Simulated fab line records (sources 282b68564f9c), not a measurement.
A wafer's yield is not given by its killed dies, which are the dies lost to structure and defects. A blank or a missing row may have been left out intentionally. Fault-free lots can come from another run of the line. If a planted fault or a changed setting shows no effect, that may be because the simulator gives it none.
The tool behind it: which one? -- flow rit-cmos -- 7 lots with 21 wafers sampled at 2 steps, on a route of 202 steps

== WHAT EACH GAUGE READ, for each wafer ==
RIT_SILICIDE_RS_MEAS_02: a four-point-probe measurement.
lot,measured,on,SILICIDE_TI_RS (ohm/sq)
L701,day 3 07:12,film-metro-04,47.7 48.2 47.0
L704,day 3 21:27,film-metro-03,47.5 48.5 136.8
L706,day 4 08:19,film-metro-04,141.4 47.7 47.8
L708,day 4 17:22,film-metro-04,47.1 46.8 135.3
L714,day 6 01:34,film-metro-03,48.5 48.6 48.4
L718,day 6 20:06,film-metro-04,47.2 47.5 48.2
L721,day 7 12:37,film-metro-04,47.6 49.2 47.1

== EACH LOT AND THE TOOL THAT RAN IT (in order: tool; ch and the chambers of the sampled wafers; start) ==
lot,RIT_SILICIDE_SPUTTER_01
L701,"pvd-sputter-01, day 3 07:03"
L704,"pvd-sputter-01, day 3 21:17"
L706,"pvd-sputter-01, day 4 08:08"
L708,"pvd-sputter-01, day 4 17:13"
L714,"pvd-sputter-04, day 6 01:22"
L718,"pvd-sputter-02, day 6 19:57"
L721,"pvd-sputter-01, day 7 12:27"
- RIT_SILICIDE_SPUTTER_01: material Ti, target thk 30 nm, time 240 s.

== THE ANSWER, worked out from the rows above alone ==
Rule: usual is defined by the lots themselves. Put in order of their means at a reading, lots are off if they are a third of the lots or fewer, leave a main group of 4 or more, and stand apart from it by a gap of 3 or more times the standard deviation of the main group's means; of several such gaps the widest counts. If all means in a main group match to the digits the tables above print for the reading, that group is not used. Also off: a lot with no number at a reading for which 4 or more lots have one. Any other lot the step has rows for is counted as sound.
No lot is off at any reading shown: from this, nothing can be told.

== WHAT HAD BEEN PUT IN BY THE SIMULATOR ==
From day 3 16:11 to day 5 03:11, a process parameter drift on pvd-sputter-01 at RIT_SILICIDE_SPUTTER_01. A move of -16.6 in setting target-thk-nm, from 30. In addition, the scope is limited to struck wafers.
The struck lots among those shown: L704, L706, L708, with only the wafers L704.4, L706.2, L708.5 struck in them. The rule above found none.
